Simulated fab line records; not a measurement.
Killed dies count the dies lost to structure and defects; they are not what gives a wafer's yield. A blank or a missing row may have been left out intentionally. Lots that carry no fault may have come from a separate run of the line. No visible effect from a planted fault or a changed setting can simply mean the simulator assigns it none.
What tool caused it? || flow berkeley_cmos170 || 24 wafers from 8 lots sampled at 2 of the route's 331 steps

WHAT THE GAUGES SHOWED, per wafer
UCB170_SDANNEAL_RS_MEAS_02: the measuring method here is four-point-probe.
{"lot": "L677", "measured": "day 8 18:34", "on": "film_metro-04", "PSD_RS (ohm/sq)": "75.2 75.1 74.9"}
{"lot": "L676", "measured": "day 8 19:52", "on": "film_metro-03", "PSD_RS (ohm/sq)": "75.7 75.5 75.6"}
{"lot": "L678", "measured": "day 9 05:13", "on": "film_metro-02", "PSD_RS (ohm/sq)": "75.4 76.0 75.7"}
{"lot": "L680", "measured": "day 9 05:50", "on": "film_metro-04", "PSD_RS (ohm/sq)": "75.5 75.4 75.2"}
{"lot": "L684", "measured": "day 10 03:55", "on": "film_metro-04", "PSD_RS (ohm/sq)": "56.5 56.6 56.5"}
{"lot": "L687", "measured": "day 10 19:52", "on": "film_metro-03", "PSD_RS (ohm/sq)": "56.7 56.6 56.5"}
{"lot": "L692", "measured": "day 11 18:59", "on": "film_metro-04", "PSD_RS (ohm/sq)": "75.1 75.2 75.1"}
{"lot": "L696", "measured": "day 13 07:56", "on": "film_metro-02", "PSD_RS (ohm/sq)": "75.4 75.6 75.6"}

WHAT TOOL EACH LOT RAN ON (gives the tool, then ch and the chambers of the sampled wafers, and finally the start)
{"lot": "L677", "UCB170_SDANNEAL_RTA_01": "rtp_anneal-01 ch 0, day 8 18:29"}
{"lot": "L676", "UCB170_SDANNEAL_RTA_01": "rtp_anneal-02 ch 0, day 8 19:48"}
{"lot": "L678", "UCB170_SDANNEAL_RTA_01": "rtp_anneal-01 ch 0, day 9 05:09"}
{"lot": "L680", "UCB170_SDANNEAL_RTA_01": "rtp_anneal-01 ch 0, day 9 05:46"}
{"lot": "L684", "UCB170_SDANNEAL_RTA_01": "rtp_anneal-02 ch 0, day 10 03:50"}
{"lot": "L687", "UCB170_SDANNEAL_RTA_01": "rtp_anneal-02 ch 0, day 10 19:47"}
{"lot": "L692", "UCB170_SDANNEAL_RTA_01": "rtp_anneal-01 ch 0, day 11 18:46"}
{"lot": "L696", "UCB170_SDANNEAL_RTA_01": "rtp_anneal-02 ch 0, day 13 07:53"}
- UCB170_SDANNEAL_RTA_01: time 5 s.

THE ANSWER, worked out from the rows above alone
Rule: the usual values come from the lots themselves. The widest of any qualifying gaps counts: lots, ordered by their means at a reading, are off when they make up no more than a third of the lots, leave a main group of 4 or more, and stand apart from it by 3 or more times the standard deviation of that group's means. The tables above print the reading to a certain number of digits; a main group whose means all agree to those digits is not used. A lot without any number at a reading at which 4 lots or more have one is off too. Any other lot the step has rows for is counted as sound.
Off: L684, L687, seen at UCB170_SDANNEAL_RS_MEAS_02 (PSD_RS). Mean 75.4 ohm/sq and standard deviation 0.23 in the main group.
A tool fits if, at a process step before that reading, it ran every lot that is off, and no sound lot after the first of them. Gauges at UCB170_SDANNEAL_RS_MEAS_02: tried the same way as those tools. No candidate that was tried fits.

WHAT THE SIMULATOR HAD INSERTED
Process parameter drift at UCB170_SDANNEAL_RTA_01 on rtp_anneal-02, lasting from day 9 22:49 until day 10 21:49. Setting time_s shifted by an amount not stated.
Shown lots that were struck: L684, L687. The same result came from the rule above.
